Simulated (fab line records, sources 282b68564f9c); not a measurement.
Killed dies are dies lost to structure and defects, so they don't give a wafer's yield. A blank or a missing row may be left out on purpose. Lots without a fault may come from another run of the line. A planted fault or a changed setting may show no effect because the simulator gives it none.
Which tool did it? | flow rit_cmos | 15 lots, 45 wafers sampled, at 2 steps of a route of 202

WHAT THE GAUGES READ, wafer by wafer
The record holds no reading of a measuring or inspecting step that can be judged against a usual standard deviation.

WHICH TOOL RAN EACH LOT (tool, then ch and the chambers of the sampled wafers, then the start)
lot  | RIT_NRETRO_IMPLANT_08          | RIT_M1_PROBE_99
L588 | implanter-04 ch 0, day 2 09:32 | prober-01, day 3 12:57
L590 | implanter-02 ch 0, day 2 16:57 | prober-01, day 4 01:43
L591 | implanter-03 ch 0, day 2 21:39 | prober-02, day 4 01:40
L593 | implanter-02 ch 0, day 3 09:51 | prober-01, day 4 13:44
L594 | implanter-03 ch 0, day 3 12:40 | prober-02, day 4 16:49
L596 | implanter-02 ch 0, day 3 22:29 | prober-02, day 5 03:32
L600 | implanter-04 ch 0, day 4 19:05 | prober-02, day 6 00:08
L601 | implanter-04 ch 0, day 4 23:19 | prober-01, day 6 03:40
L602 | implanter-04 ch 0, day 5 03:29 | prober-02, day 6 09:48
L603 | implanter-04 ch 0, day 5 09:56 | prober-01, day 6 12:49
L604 | implanter-02 ch 0, day 5 13:15 | prober-02, day 6 17:58
L605 | implanter-02 ch 0, day 5 18:02 | prober-01, day 6 20:55
L607 | implanter-02 ch 0, day 6 04:43 | prober-01, day 7 10:53
L609 | implanter-02 ch 0, day 6 15:01 | prober-01, day 7 18:07
L610 | implanter-03 ch 0, day 6 19:35 | prober-02, day 7 23:55
- RIT_NRETRO_IMPLANT_08
- RIT_M1_PROBE_99

WHAT THE TOOLS THEMSELVES READ (means of the sampled wafers that have a number; where no wafer has one, the mark that the record gives instead)
RIT_NRETRO_IMPLANT_08. Usual: beam_energy_keV 70.007, standard deviation 0.021.
lot  | tool         | beam_energy_keV | flag
L588 | implanter-04 | 70.023          |
L590 | implanter-02 | 70.005          |
L591 | implanter-03 | 70.002          |
L593 | implanter-02 | 70.006          |
L594 | implanter-03 | 70.003          |
L596 | implanter-02 | 70.024          |
L600 | implanter-04 | 70.022          |
L601 | implanter-04 | 71.492          | OFF
L602 | implanter-04 | 71.507          | OFF
L603 | implanter-04 | 71.523          | OFF
L604 | implanter-02 | 69.989          |
L605 | implanter-02 | 70.015          |
L607 | implanter-02 | 69.999          |
L609 | implanter-02 | 70.015          |
L610 | implanter-03 | 70.020          |

RIT_M1_PROBE_99. Usual: killed_at_M0_to_M3 0.0, standard deviation 0.12; killed_at_contacts 0.1, standard deviation 0.31; killed_at_front_end 7, standard deviation 3.2; killed_dies 7, standard deviation 3.2; killed_on_rim 1.8, standard deviation 1.3; killed_open 3.6, standard deviation 2.1; killed_short 3.5, standard deviation 2.1.
lot  | tool      | killed_at_M0_to_M3 | killed_at_contacts | killed_at_front_end | killed_dies | killed_on_rim | killed_open | killed_short | flag
L588 | prober-01 | 0.0                | 0.0                | 4                   | 4           | 1.3           | 2.0         | 2.3          |
L590 | prober-01 | 0.0                | 0.0                | 12                  | 12          | 2.7           | 5.7         | 5.7          |
L591 | prober-02 | 0.0                | 0.3                | 4                   | 5           | 1.7           | 1.7         | 3.0          |
L593 | prober-01 | 0.0                | 0.0                | 6                   | 6           | 2.3           | 3.3         | 2.7          |
L594 | prober-02 | 0.0                | 0.0                | 4                   | 4           | 1.3           | 1.7         | 2.3          |
L596 | prober-02 | 0.0                | 0.0                | 11                  | 11          | 2.0           | 6.7         | 4.0          |
L600 | prober-02 | 0.0                | 0.0                | 7                   | 7           | 1.3           | 3.7         | 3.3          |
L601 | prober-01 | 0.0                | 0.0                | 7                   | 7           | 1.3           | 2.3         | 4.7          |
L602 | prober-02 | 0.0                | 0.0                | 8                   | 8           | 3.0           | 4.7         | 3.3          |
L603 | prober-01 | 0.0                | 0.0                | 6                   | 6           | 2.7           | 3.3         | 2.7          |
L604 | prober-02 | 0.0                | 0.0                | 5                   | 5           | 1.7           | 2.3         | 2.3          |
L605 | prober-01 | 0.0                | 0.0                | 6                   | 6           | 1.3           | 4.0         | 2.3          |
L607 | prober-01 | 0.0                | 0.0                | 8                   | 8           | 2.3           | 4.7         | 3.7          |
L609 | prober-01 | 0.3                | 0.7                | 8                   | 9           | 2.7           | 5.7         | 3.0          |
L610 | prober-02 | 0.0                | 0.3                | 5                   | 5           | 0.7           | 2.7         | 2.3          |

THE ANSWER, worked out from the rows above alone
Rule: a lot is off if the mean of its wafers that have a number lies more than 3 standard deviations from the usual mean. A lot without any number at a reading at which 4 lots or more have one is off too. The other lots that the step has rows for count as sound. The gauges are gone through in route order, then the tools' own readings, and for those a lot's mean is taken as printed above. The first step at which some lot is off is used, and at that step the reading that is off furthest; a lot without a number counts as furthest.
Off: L601, L602, L603, at RIT_NRETRO_IMPLANT_08 (beam_energy_keV).
A tool fits if, at that step or a process step before it, it ran every lot that is off, and no sound lot after the first of them. One fits: implanter-04 at RIT_NRETRO_IMPLANT_08. Its last sound lot is L600 (day 4 19:05), its first lot that is off L601 (day 4 23:19): a fault that began between those two fits.
The tool's own readings at RIT_NRETRO_IMPLANT_08 bear it out: on the lots that are off they differ by more than 5 times the standard deviation of the sound lots' means. beam_energy_keV reads 71.507 there against 70.010 on the sound lots.

WHAT THE SIMULATOR HAD PUT IN
Process parameter drift: implanter-04, from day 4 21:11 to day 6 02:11, at RIT_NRETRO_IMPLANT_08. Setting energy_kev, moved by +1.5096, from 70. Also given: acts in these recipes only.
Lots struck among those shown: L601, L602, L603. The rule above found the same.
